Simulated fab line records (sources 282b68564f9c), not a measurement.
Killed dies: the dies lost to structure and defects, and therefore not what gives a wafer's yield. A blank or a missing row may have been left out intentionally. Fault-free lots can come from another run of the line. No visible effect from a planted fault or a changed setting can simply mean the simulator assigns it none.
Check for tools in common ; flow ritCmos ; 14 lots, 42 wafers sampled

== WHY THIS WAS OPENED ==
2 of 14 lots carry a flag on the reading NWELL_RS at RIT_WELLDRIVE_RS_MEAS_01. Wafers without a fault read 275.5 ohm/sq, standard deviation 0.85.
Rule: a lot gets a flag if all its wafers with a number sit over 4 standard deviations from that mean, or if no wafer of it has a number. As for the other lots, they are considered sound.

lot;measured;on;NWELL_RS (ohm/sq), wafer by wafer;flag
L679;day 2 12:40;filmMetro-03;275.9 275.3 274.4;
L680;day 2 16:00;filmMetro-01;275.4 274.6 274.8;
L681;day 2 20:40;filmMetro-03;277.5 276.9 276.8;
L685;day 3 17:03;filmMetro-01;274.8 274.8 274.7;
L686;day 3 20:24;filmMetro-03;277.2 276.8 276.4;
L687;day 4 01:30;filmMetro-03;274.6 275.8 274.9;
L688;day 4 06:37;filmMetro-01;275.8 275.1 275.8;
L689;day 4 15:31;filmMetro-01;275.5 275.4 275.7;
L691;day 5 02:43;filmMetro-03;274.9 275.5 275.3;
L692;day 5 10:37;filmMetro-03;274.4 274.7 275.4;
L693;day 5 15:44;filmMetro-01;277.3 276.6 276.0;
L696;day 6 11:33;filmMetro-01;282.9 282.8 282.1;FLAGGED
L700;day 7 01:08;filmMetro-03;280.8 280.7 282.4;FLAGGED
L702;day 7 04:29;filmMetro-04;276.5 275.8 275.6;
Average over the flagged lots: 281.9 ohm/sq; offset from the usual +6.4 ohm/sq, equal to +8 standard deviations.

== EACH LOT AND THE TOOL IT RAN ON ==
The record holds 1 process step before the reading, out of a route of 202 steps. Cell contents, in order: the tool; ch with the chambers the sampled wafers went through; the start.
lot;flag;RIT_NWELL_IMPLANT_08
L679;;implanter-02 ch 0, day 2 04:32
L680;;implanter-02 ch 0, day 2 08:41
L681;;implanter-02 ch 0, day 2 13:04
L685;;implanter-03 ch 0, day 3 09:01
L686;;implanter-03 ch 0, day 3 11:15
L687;;implanter-03 ch 0, day 3 15:22
L688;;implanter-01 ch 0, day 3 20:31
L689;;implanter-03 ch 0, day 4 07:43
L691;;implanter-03 ch 0, day 4 15:44
L692;;implanter-01 ch 0, day 4 23:55
L693;;implanter-01 ch 0, day 5 04:49
L696;FLAGGED;implanter-02 ch 0, day 6 01:40
L700;FLAGGED;implanter-02 ch 0, day 6 17:58
L702;;implanter-03 ch 0, day 6 18:28
What the steps here do:
- RIT_NWELL_IMPLANT_08
- RIT_WELLDRIVE_RS_MEAS_01: measures by four-point-probe.

== FLAGGED OVER TOTAL, TOOL BY TOOL (the gauges that took the reading come last) ==
step;tool;lots run;flagged;share of the flagged lots;sound lots run after its first flagged lot
RIT_NWELL_IMPLANT_08;implanter-01;3;0;none;-
RIT_NWELL_IMPLANT_08;implanter-02;5;2;all;0
RIT_NWELL_IMPLANT_08;implanter-03;6;0;none;-
RIT_WELLDRIVE_RS_MEAS_01;filmMetro-01;6;1;some;0
RIT_WELLDRIVE_RS_MEAS_01;filmMetro-03;7;1;some;0
RIT_WELLDRIVE_RS_MEAS_01;filmMetro-04;1;0;none;-

== WHAT THE TABLE ALLOWS ==
1 row of the table ran every flagged lot: implanter-02 at RIT_NWELL_IMPLANT_08.
- implanter-02 at RIT_NWELL_IMPLANT_08 ran 5 lots, 2 of them flagged. Last sound lot L681 at day 2 13:04, first flagged lot L696 at day 6 01:40; a fault beginning in between fits. Its own readings lie more than 4 standard deviations out on every wafer of the flagged lots: doseIonsCm2.
One tool is left: implanter-02 at RIT_NWELL_IMPLANT_08.

== WHAT THE SIMULATOR HAD PUT IN ==
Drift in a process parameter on implanter-02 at RIT_NWELL_IMPLANT_08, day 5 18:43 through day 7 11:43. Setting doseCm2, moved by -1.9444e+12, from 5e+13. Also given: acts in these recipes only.
Struck lots among those shown: L696, L700. The same result came from the rule above.
